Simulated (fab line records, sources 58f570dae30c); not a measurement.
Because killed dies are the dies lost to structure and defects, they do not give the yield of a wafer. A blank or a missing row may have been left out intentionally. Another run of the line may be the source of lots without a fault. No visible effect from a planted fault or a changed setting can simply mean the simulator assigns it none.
Split-lot experiment :: flow berkeley cmos170 :: 23 wafers read from 5 lots, route of 331 steps

== SPLIT DETAILS ==
At UCB170_M1_METAL_ETCH_12 (etches Al in Cl2/BCl3, stops on PSG, target depth 780 nm, time 130 s), the setting time s was moved away from the recipe's 130 s on 8 of the 23 wafers read, by -12.3% to +3.8%. This setting was run at the recipe's value on the other wafers.

The reading is taken at the split's own step.

== THE READING ==
oes product au, in a.u., at UCB170_M1_METAL_ETCH_12 (etches Al in Cl2/BCl3, stops on PSG, target depth 780 nm, time 130 s). Typical for fault-free wafers on this fab line: 0.853 a.u., with standard deviation 0.018 a.u.

wafer: L074.1
tool, chamber at the split: rie metal-03, 1
time s as run, s: 130
against the recipe: recipe
oes product au, a.u.: 0.844
against lot-mates on the recipe: -

wafer: L074.2
tool, chamber at the split: rie metal-03, 0
time s as run, s: 119.4
against the recipe: -8.2%
oes product au, a.u.: 0.897
against lot-mates on the recipe: +0.054

wafer: L074.3
tool, chamber at the split: rie metal-03, 1
time s as run, s: 130
against the recipe: recipe
oes product au, a.u.: 0.842
against lot-mates on the recipe: -

wafer: L074.4
tool, chamber at the split: rie metal-03, 0
time s as run, s: 119.4
against the recipe: -8.2%
oes product au, a.u.: 0.894
against lot-mates on the recipe: +0.051

wafer: L074.6
tool, chamber at the split: rie metal-03, 1
time s as run, s: 119.4
against the recipe: -8.2%
oes product au, a.u.: 0.886
against lot-mates on the recipe: +0.043

wafer: L077.1
tool, chamber at the split: rie metal-04, 1
time s as run, s: 130
against the recipe: recipe
oes product au, a.u.: 0.871
against lot-mates on the recipe: -

wafer: L077.2
tool, chamber at the split: rie metal-04, 1
time s as run, s: 130
against the recipe: recipe
oes product au, a.u.: 0.874
against lot-mates on the recipe: -

wafer: L077.3
tool, chamber at the split: rie metal-04, 1
time s as run, s: 130
against the recipe: recipe
oes product au, a.u.: 0.876
against lot-mates on the recipe: -

wafer: L077.5
tool, chamber at the split: rie metal-04, 1
time s as run, s: 130
against the recipe: recipe
oes product au, a.u.: 0.875
against lot-mates on the recipe: -

wafer: L077.6
tool, chamber at the split: rie metal-04, 1
time s as run, s: 130
against the recipe: recipe
oes product au, a.u.: 0.876
against lot-mates on the recipe: -

wafer: L076.2
tool, chamber at the split: rie metal-02, 0
time s as run, s: 130
against the recipe: recipe
oes product au, a.u.: 0.832
against lot-mates on the recipe: -

wafer: L076.3
tool, chamber at the split: rie metal-02, 0
time s as run, s: 134.9
against the recipe: +3.8%
oes product au, a.u.: 0.828
against lot-mates on the recipe: -0.002

wafer: L076.4
tool, chamber at the split: rie metal-02, 0
time s as run, s: 134.9
against the recipe: +3.8%
oes product au, a.u.: 0.825
against lot-mates on the recipe: -0.005

wafer: L076.5
tool, chamber at the split: rie metal-02, 0
time s as run, s: 130
against the recipe: recipe
oes product au, a.u.: 0.827
against lot-mates on the recipe: -

wafer: L076.6
tool, chamber at the split: rie metal-02, 0
time s as run, s: 130
against the recipe: recipe
oes product au, a.u.: 0.831
against lot-mates on the recipe: -

wafer: L079.1
tool, chamber at the split: rie metal-03, 1
time s as run, s: 130
against the recipe: recipe
oes product au, a.u.: 0.846
against lot-mates on the recipe: -

wafer: L079.3
tool, chamber at the split: rie metal-03, 1
time s as run, s: 130
against the recipe: recipe
oes product au, a.u.: 0.849
against lot-mates on the recipe: -

wafer: L079.6
tool, chamber at the split: rie metal-03, 0
time s as run, s: 130
against the recipe: recipe
oes product au, a.u.: 0.860
against lot-mates on the recipe: -

wafer: L080.1
tool, chamber at the split: rie metal-02, 0
time s as run, s: 130
against the recipe: recipe
oes product au, a.u.: 0.838
against lot-mates on the recipe: -

wafer: L080.2
tool, chamber at the split: rie metal-02, 1
time s as run, s: 130
against the recipe: recipe
oes product au, a.u.: 0.834
against lot-mates on the recipe: -

wafer: L080.3
tool, chamber at the split: rie metal-02, 0
time s as run, s: 114
against the recipe: -12.3%
oes product au, a.u.: 0.901
against lot-mates on the recipe: +0.065

wafer: L080.4
tool, chamber at the split: rie metal-02, 1
time s as run, s: 114
against the recipe: -12.3%
oes product au, a.u.: 0.903
against lot-mates on the recipe: +0.067

wafer: L080.5
tool, chamber at the split: rie metal-02, 0
time s as run, s: 114
against the recipe: -12.3%
oes product au, a.u.: 0.896
against lot-mates on the recipe: +0.060

THE FIT
A straight line over all 23 wafers: oes product au changes by -0.00443 a.u. for each +1% of time s; r = -0.82; the points scatter about the line by 0.016 a.u.
The same after taking each lot's own level away (the mean of its wafers on the recipe; 23 wafers): -0.00506 a.u. for each +1%; r = -0.97; scatter 0.0061 a.u.
On that fit, the largest move of time s shifts the reading by 0.062 a.u.
From 0.8300 to 0.8744 a.u.: that is the span of the lots' own levels, equal to 2.5 times the standard deviation above.
So the lot-to-lot level changes the slope: the two fits differ.
Check: +0.0649 a.u. against its lot-mates is what the line predicts for one of the wafers moved furthest among these (-12.3%) when that wafer is left out of the fit. Against them it came out at +0.065 a.u.
Tool readings at the split's step, against how far the setting was moved: oes product au r = -0.82.

== THE OTHER SPLITS THESE WAFERS WENT THROUGH ==
Note: prior to the reading, these wafers also went through further splits. Each is held against what the fit with the lots' levels taken away leaves over:
other split on the same wafers: UCB170_PLDD_PEB_04 peb temp c
wafers away from the commonest value: 8
r with oes product au (lot level and that fit taken away): +0.04

other split on the same wafers: UCB170_NLDD_IMPLANT_08 dose cm2
wafers away from the commonest value: 5
r with oes product au (lot level and that fit taken away): -0.13

other split on the same wafers: UCB170_NLDD_STRIP_10 o2 flow sccm
wafers away from the commonest value: 9
r with oes product au (lot level and that fit taken away): +0.19

other split on the same wafers: UCB170_NSD_IMPLANT_08 energy kev
wafers away from the commonest value: 6
r with oes product au (lot level and that fit taken away): -0.16

other split on the same wafers: UCB170_BACKSIDE_SOFTBAKE_02 temp c
wafers away from the commonest value: 8
r with oes product au (lot level and that fit taken away): +0.51

other split on the same wafers: UCB170_CONTACT_CVD_01 ph3 flow sccm
wafers away from the commonest value: 18
r with oes product au (lot level and that fit taken away): -0.36

other split on the same wafers: UCB170_CONTACT_EXPOSE_12 dose mj
wafers away from the commonest value: 3
r with oes product au (lot level and that fit taken away): +0.45

other split on the same wafers: UCB170_M1_PEB_07 peb temp c
wafers away from the commonest value: 7
r with oes product au (lot level and that fit taken away): +0.06

== THE WHOLE CHAIN: every reading that the file lists as answering this split, in the file's order ==
step: UCB170_M1_METAL_ETCH_12
what it does: etches Al in Cl2/BCl3, stops on PSG, target depth 780 nm, time 130 s
reading: oes product au
change (the file's fit): -0.00517 a.u. for each +1% of the setting
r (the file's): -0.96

step: UCB170_M1_METAL_ETCH_12
what it does: etches Al in Cl2/BCl3, stops on PSG, target depth 780 nm, time 130 s
reading: KrF_of_M1_COAT_04.thk nm (the simulator's own value, which no gauge read)
change (the file's fit): -4.53 nm for each +1% of the setting
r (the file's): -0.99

== THE FILE'S OWN FIT ==
oes product au changes by -0.00517 a.u. for each +1% of time s, r = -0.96.
